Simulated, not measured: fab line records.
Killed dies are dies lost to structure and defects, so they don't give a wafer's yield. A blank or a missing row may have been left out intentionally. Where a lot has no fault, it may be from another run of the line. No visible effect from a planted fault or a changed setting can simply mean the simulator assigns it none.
Which tool was responsible? + flow berkeleyCmos170 + 14 lots, 42 wafers sampled, at 2 steps of a route of 331

WHAT THE GAUGES SHOWED, per wafer
UCB170_PWELL_THK_MEAS_06. Usual: for PWELL_NITRIDE_THK the level is 219.7 nm and the standard deviation is 2.4.
| lot  | measured    | on           | PWELL_NITRIDE_THK (nm) | flag |
|------|-------------|--------------|------------------------|------|
| L443 | day 3 02:30 | filmMetro-02 | 218.7 219.7 221.5      |      |
| L446 | day 3 15:11 | filmMetro-01 | 222.1 221.4 220.2      |      |
| L450 | day 4 12:33 | filmMetro-02 | 219.4 220.1 220.4      |      |
| L451 | day 4 20:11 | filmMetro-01 | 220.9 218.9 219.7      |      |
| L452 | day 4 20:11 | filmMetro-04 | 217.5 218.7 217.7      |      |
| L453 | day 5 08:16 | filmMetro-04 | 125.6 122.6 125.2      | OFF  |
| L454 | day 5 14:45 | filmMetro-04 | 219.3 220.1 219.1      |      |
| L455 | day 5 21:08 | filmMetro-04 | 128.2 127.8 126.5      | OFF  |
| L457 | day 6 03:54 | filmMetro-04 | 220.0 220.2 222.4      |      |
| L459 | day 6 03:54 | filmMetro-01 | 224.2 224.4 224.0      |      |
| L458 | day 6 11:11 | filmMetro-04 | 218.5 217.5 216.8      |      |
| L464 | day 7 17:39 | filmMetro-02 | 220.7 222.8 221.7      |      |
| L465 | day 7 17:40 | filmMetro-04 | 222.3 223.4 223.5      |      |
| L466 | day 7 22:54 | filmMetro-02 | 221.0 222.5 220.4      |      |

WHICH TOOL RAN EACH LOT (tool, then ch and the chambers of the sampled wafers, then the start)
| lot  | UCB170_PWELL_CVD_05        |
|------|----------------------------|
| L443 | lpcvd-02 ch 1, day 3 00:35 |
| L446 | lpcvd-01 ch 1, day 3 13:07 |
| L450 | lpcvd-02 ch 0, day 4 10:38 |
| L451 | lpcvd-02 ch 1, day 4 17:18 |
| L452 | lpcvd-02 ch 0, day 4 17:18 |
| L453 | lpcvd-02 ch 0, day 5 05:23 |
| L454 | lpcvd-01 ch 1, day 5 12:50 |
| L455 | lpcvd-02 ch 0, day 5 19:12 |
| L457 | lpcvd-01 ch 1, day 6 01:59 |
| L459 | lpcvd-01 ch 0, day 6 01:59 |
| L458 | lpcvd-01 ch 1, day 6 09:16 |
| L464 | lpcvd-01 ch 1, day 7 15:43 |
| L465 | lpcvd-01 ch 1, day 7 15:43 |
| L466 | lpcvd-01 ch 0, day 7 20:58 |
- UCB170_PWELL_CVD_05: deposits Si3N4 from SiH2Cl2/NH3, target thk 220 nm, time 3300 s.

AS READ BY THE TOOLS THEMSELVES (means over the sampled wafers that have a number; for cases with no such wafer, the mark the record gives instead)
UCB170_PWELL_CVD_05. Usual: zonePowerSourcePct reads 19.9 % (standard deviation 0.78).
| lot  | tool     | zonePowerSourcePct (%) | flag |
|------|----------|------------------------|------|
| L443 | lpcvd-02 | 20.7                   |      |
| L446 | lpcvd-01 | 19.0                   |      |
| L450 | lpcvd-02 | 20.4                   |      |
| L451 | lpcvd-02 | 20.6                   |      |
| L452 | lpcvd-02 | 20.6                   |      |
| L453 | lpcvd-02 | 20.5                   |      |
| L454 | lpcvd-01 | 19.0                   |      |
| L455 | lpcvd-02 | 20.6                   |      |
| L457 | lpcvd-01 | 19.0                   |      |
| L459 | lpcvd-01 | 19.9                   |      |
| L458 | lpcvd-01 | 18.9                   |      |
| L464 | lpcvd-01 | 18.8                   |      |
| L465 | lpcvd-01 | 19.1                   |      |
| L466 | lpcvd-01 | 19.7                   |      |

THE ANSWER, worked out from the rows above alone
Rule: a lot counts as off when the mean over its wafers that have a number is more than 3 standard deviations away from the usual mean. A lot without any number at a reading at which 4 lots or more have one is off too. Where the step has rows for the other lots, those lots are counted as sound. Order of review: gauges by route order, followed by the tools' own readings, for which a lot's mean as printed above is used. At the first step where some lot is off, the reading lying furthest off is the one used; lots without a number count as furthest.
Off: L453, L455, at UCB170_PWELL_THK_MEAS_06 (PWELL_NITRIDE_THK).
If a tool, at a process step before that reading, ran all the lots that are off and no sound lot after the first of them, it fits. The gauges at UCB170_PWELL_THK_MEAS_06 are tried like those tools. One fits: UCB170_PWELL_CVD_05 on lpcvd-02. Its last sound lot is L451 (day 4 17:18), its first lot that is off L453 (day 5 05:23): a fault that began between those two fits.

WHAT THE SIMULATOR HAD PUT IN
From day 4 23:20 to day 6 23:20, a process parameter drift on lpcvd-02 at UCB170_PWELL_CVD_05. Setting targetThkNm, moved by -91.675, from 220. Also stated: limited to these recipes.
Struck lots among those shown: L453, L455. The rule given above showed the same thing.
